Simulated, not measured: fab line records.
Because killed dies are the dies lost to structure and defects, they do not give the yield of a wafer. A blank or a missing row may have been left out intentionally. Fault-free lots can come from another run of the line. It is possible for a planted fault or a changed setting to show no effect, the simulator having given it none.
Which tool is to blame? :: flow rit cmos :: 21 wafers from 7 lots sampled at 2 of the route's 202 steps

== WHAT THE GAUGES SHOWED, per wafer ==
RIT_PWELL_OVL_MEAS_06.
lot: L178
measured: day 2 14:32
on: overlay-01
PWELL_OVL (nm): 1.4 1.2 1.8

lot: L180
measured: day 3 03:05
on: overlay-02
PWELL_OVL (nm): 2.6 1.7 1.5

lot: L186
measured: day 4 06:04
on: overlay-02
PWELL_OVL (nm): - - -

lot: L188
measured: day 4 18:12
on: overlay-02
PWELL_OVL (nm): - - -

lot: L193
measured: day 5 17:18
on: overlay-02
PWELL_OVL (nm): 0.9 0.9 1.5

lot: L195
measured: day 6 09:15
on: overlay-01
PWELL_OVL (nm): 1.2 0.7 -0.4

lot: L197
measured: day 6 12:24
on: overlay-02
PWELL_OVL (nm): 2.9 3.5 2.1

== WHAT TOOL EACH LOT RAN ON (gives the tool, then ch and the chambers of the sampled wafers, and finally the start) ==
lot: L178
RIT_PWELL_COAT_01: litho track-02 ch 0, day 2 13:41

lot: L180
RIT_PWELL_COAT_01: litho track-02 ch 0, day 3 02:24

lot: L186
RIT_PWELL_COAT_01: litho track-01, day 4 05:09

lot: L188
RIT_PWELL_COAT_01: litho track-04, day 4 17:21

lot: L193
RIT_PWELL_COAT_01: litho track-01 ch 0, day 5 16:26

lot: L195
RIT_PWELL_COAT_01: litho track-04 ch 0, day 6 02:08

lot: L197
RIT_PWELL_COAT_01: litho track-02 ch 0, day 6 11:40
- RIT_PWELL_COAT_01: resist thk 1300 nm.

== THE ANSWER, worked out from the rows above alone ==
Rule: what is usual is taken from the lots themselves. Put in order of their means at a reading, lots are off if they are a third of the lots or fewer, leave a main group of 4 or more, and stand apart from it by a gap of 3 or more times the standard deviation of the main group's means; of several such gaps the widest counts. The tables above print the reading to a certain number of digits; a main group whose means all agree to those digits is not used. A lot without any number at a reading at which 4 lots or more have one is off too. Where the step has rows for the other lots, those lots are counted as sound.
Off: L186, L188, at RIT_PWELL_OVL_MEAS_06 (PWELL_OVL). Without a number there: L186, L188. The main group: mean 1.6 nm, standard deviation 0.79.
A tool fits if, at a process step before that reading, it ran every lot that is off, and no sound lot after the first of them. Gauges at RIT_PWELL_OVL_MEAS_06: tried the same way as those tools. None of those tried fits.

== WHAT THE SIMULATOR PUT IN ==
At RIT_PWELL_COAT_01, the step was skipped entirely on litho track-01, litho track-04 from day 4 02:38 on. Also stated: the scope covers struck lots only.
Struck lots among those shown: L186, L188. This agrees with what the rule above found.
